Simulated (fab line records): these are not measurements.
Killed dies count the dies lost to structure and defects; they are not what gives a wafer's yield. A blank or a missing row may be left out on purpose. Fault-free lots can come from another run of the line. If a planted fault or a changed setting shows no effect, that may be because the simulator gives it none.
Check of tool commonality	flow rit-cmos	42 wafers sampled across 14 lots

WHY IT WAS OPENED
At RIT_PRETRO_TW_MEAS_10 the reading PRETRO_TW is flagged on 2 of 14 lots. Fault-free wafers read 477, with a standard deviation of 3.9.
Rule: a lot is flagged when every wafer of it that has a number lies more than 4 standard deviations from that mean, or none has a number. All remaining lots are regarded as sound.

lot	measured	on	PRETRO_TW, wafer by wafer	flag
L343	day 2 11:13	film-metro-03	474 477 475	
L345	day 2 20:29	film-metro-03	476 474 473	
L346	day 3 01:23	film-metro-03	478 478 479	
L347	day 3 06:35	film-metro-01	480 482 482	
L348	day 3 09:55	film-metro-02	473 474 473	
L349	day 3 15:13	film-metro-01	479 484 480	
L350	day 3 21:57	film-metro-02	468 469 471	
L351	day 4 03:02	film-metro-01	479 481 480	
L354	day 4 16:27	film-metro-02	470 475 471	
L355	day 4 22:20	film-metro-01	483 482 482	
L361	day 6 03:08	film-metro-03	493 494 494	FLAGGED
L362	day 6 08:00	film-metro-02	474 474 471	
L364	day 6 17:41	film-metro-01	495 494 495	FLAGGED
L365	day 6 23:22	film-metro-02	474 473 472	
On average the flagged lots' numbers are 494, which is +17 against the usual, or +4 standard deviations.

WHICH TOOL EACH LOT WENT THROUGH
The record holds 1 process step before the reading, out of a route of 202 steps. Read each cell as the tool, then ch plus the chambers that the sampled wafers visited, then the start.
lot	flag	RIT_PRETRO_IMPLANT_08
L343		implanter-01 ch 0, day 2 10:55
L345		implanter-02 ch 0, day 2 20:11
L346		implanter-04 ch 0, day 3 01:05
L347		implanter-02 ch 0, day 3 06:16
L348		implanter-02 ch 0, day 3 09:35
L349		implanter-04 ch 0, day 3 14:55
L350		implanter-01 ch 0, day 3 21:38
L351		implanter-02 ch 0, day 4 02:42
L354		implanter-04 ch 0, day 4 16:08
L355		implanter-01 ch 0, day 4 22:01
L361	FLAGGED	implanter-01 ch 0, day 6 02:48
L362		implanter-04 ch 0, day 6 07:41
L364	FLAGGED	implanter-01 ch 0, day 6 17:22
L365		implanter-04 ch 0, day 6 23:04
These steps, and what they do:
- RIT_PRETRO_IMPLANT_08
- RIT_PRETRO_TW_MEAS_10

FLAGGED OVER TOTAL, TOOL BY TOOL (the gauges that took the reading come last)
step	tool	lots run	flagged	share of the flagged lots	sound lots run after its first flagged lot
RIT_PRETRO_IMPLANT_08	implanter-01	5	2	all	0
RIT_PRETRO_IMPLANT_08	implanter-02	4	0	none	-
RIT_PRETRO_IMPLANT_08	implanter-04	5	0	none	-
RIT_PRETRO_TW_MEAS_10	film-metro-01	5	1	some	0
RIT_PRETRO_TW_MEAS_10	film-metro-02	5	0	none	-
RIT_PRETRO_TW_MEAS_10	film-metro-03	4	1	some	0

THE TABLE: WHAT IT ALLOWS
Rows of the table that ran each flagged lot: 1, that is implanter-01 at RIT_PRETRO_IMPLANT_08.
- implanter-01 at RIT_PRETRO_IMPLANT_08 ran 5 lots, 2 of them flagged. Its last sound lot is L355 (day 4 22:01), its first flagged lot L361 (day 6 02:48): a fault that began between those two fits. Its own readings lie more than 4 standard deviations out on every wafer of the flagged lots: beam-energy-keV.
Left over: one tool, implanter-01 at RIT_PRETRO_IMPLANT_08.

WHAT THE SIMULATOR PUT IN
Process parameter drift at RIT_PRETRO_IMPLANT_08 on implanter-01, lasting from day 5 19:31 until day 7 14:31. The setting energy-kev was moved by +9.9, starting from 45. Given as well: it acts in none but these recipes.
Shown lots that were struck: L361, L364. Same finding as the rule above.
